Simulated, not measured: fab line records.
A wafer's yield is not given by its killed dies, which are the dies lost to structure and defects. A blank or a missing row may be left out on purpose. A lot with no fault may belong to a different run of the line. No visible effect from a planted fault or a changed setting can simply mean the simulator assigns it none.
A single fault, viewed from 2 desks :: flow rit_cmos :: only its own numbers are on each desk; what lay behind them is given at the end

## FROM THE METROLOGY DESK
Lot by lot, what the gauges showed, no matter which tool ran the lot: averages of those sampled wafers that carry a number. Marked OUT: a lot whose mean sits more than 4 standard deviations from the usual mean, which makes it out of limits; the brackets give that distance.
Columns: A = PSD_TW at RIT_PSD_TW_MEAS_10, usual 3415; B = cd_nm at RIT_CONTACT_CD_MEAS_90, usual 1000.4 nm; C = cd_nm at RIT_M1_CD_MEAS_90, usual 2599.6 nm
lot: L827
first seen here: day 3 11:33
A: 3357
B: 999.4
C: 2598.9

lot: L828
first seen here: day 3 15:52
A: 3409
B: 1003.9
C: 2598.0

lot: L829
first seen here: day 3 20:12
A: 3451
B: 999.5
C: 2598.4

lot: L830
first seen here: day 4 01:15
A: 3414
B: 1001.7
C: 2595.8

lot: L831
first seen here: day 4 08:46
A: 3420
B: 1003.3
C: 2598.9

lot: L832
first seen here: day 4 13:02
A: 3445
B: 999.8
C: 2601.4

lot: L833
first seen here: day 4 17:25
A: 3426
B: 997.7
C: 2599.9

lot: L838
first seen here: day 5 14:08
A: 3443
B: 1000.7
C: 2606.2

lot: L841
first seen here: day 6 04:51
A: 3375
B: 996.8
C: 2604.1

lot: L842
first seen here: day 6 12:01
A: 3415
B: 998.9
C: 2597.3

lot: L843
first seen here: day 6 14:24
A: 3439
B: 997.2
C: 2600.9

lot: L847
first seen here: day 8 03:38
A: 3429
B: 1004.2
C: 2597.2

lot: L849
first seen here: day 8 04:02
A: 3422
B: 998.5
C: 2600.8

lot: L850
first seen here: day 8 11:17
A: 3432
B: 1001.1
C: 2599.5
Finding of this desk: none of the 14 lots has anything out of limits.

## FOR THE TOOL OWNER'S DESK: rie_metal-04
The tool's own readings at RIT_M1_METAL_ETCH_12 (etches Al in Cl2/BCl3, stops on SiO2, time 165 s, target depth 600 nm): means of the sampled wafers that have a number, for each lot that ran on this tool. Marked OUT: a lot whose mean sits more than 4 standard deviations from the usual mean, which makes it out of limits; the brackets give that distance.
Columns: A = drypump_motor_current_A at RIT_M1_METAL_ETCH_12, usual 5.7 A; B = oes_product_au at RIT_M1_METAL_ETCH_12, usual 0.775 a.u.; C = run_length_s at RIT_M1_METAL_ETCH_12, usual 193.2 s; D = throttle_valve_pct at RIT_M1_METAL_ETCH_12, usual 8.40 %
lot: L828
first seen here: day 3 21:32
A: 4.9
B: 0.765
C: 193.0
D: 8.24

lot: L831
first seen here: day 4 14:24
A: 5.0
B: 0.771
C: 192.9
D: 8.29

lot: L838
first seen here: day 5 19:39
A: 5.0
B: 0.920 (+13) OUT
C: 165.5 (-63) OUT
D: 8.27

lot: L841
first seen here: day 6 10:42
A: 5.0
B: 0.918 (+13) OUT
C: 165.3 (-63) OUT
D: 8.28
This desk's verdict: out of limits on L838, L841, starting with L838 at day 5 19:39 (oes_product_au at RIT_M1_METAL_ETCH_12). In limits: L828, L831.

## TAKEN TOGETHER
The tool owner's desk had the chance to raise an alarm at day 5 19:39 on L838, L841.
Metrology desk: nothing out of limits seen.
The metrology desk holds a record of L838, L841, inside its limits.
Of the lots named, all ran RIT_M1_METAL_ETCH_12 on rie_metal-04.

## WHAT THE SIMULATOR PUT IN
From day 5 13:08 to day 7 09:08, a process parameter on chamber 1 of rie_metal-04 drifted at RIT_M1_METAL_ETCH_12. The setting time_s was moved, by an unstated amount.
Lots struck among those shown: L838, L841.
Time in hours from fault onset to the first out-of-limits reading at each desk: the tool owner's desk, 7.
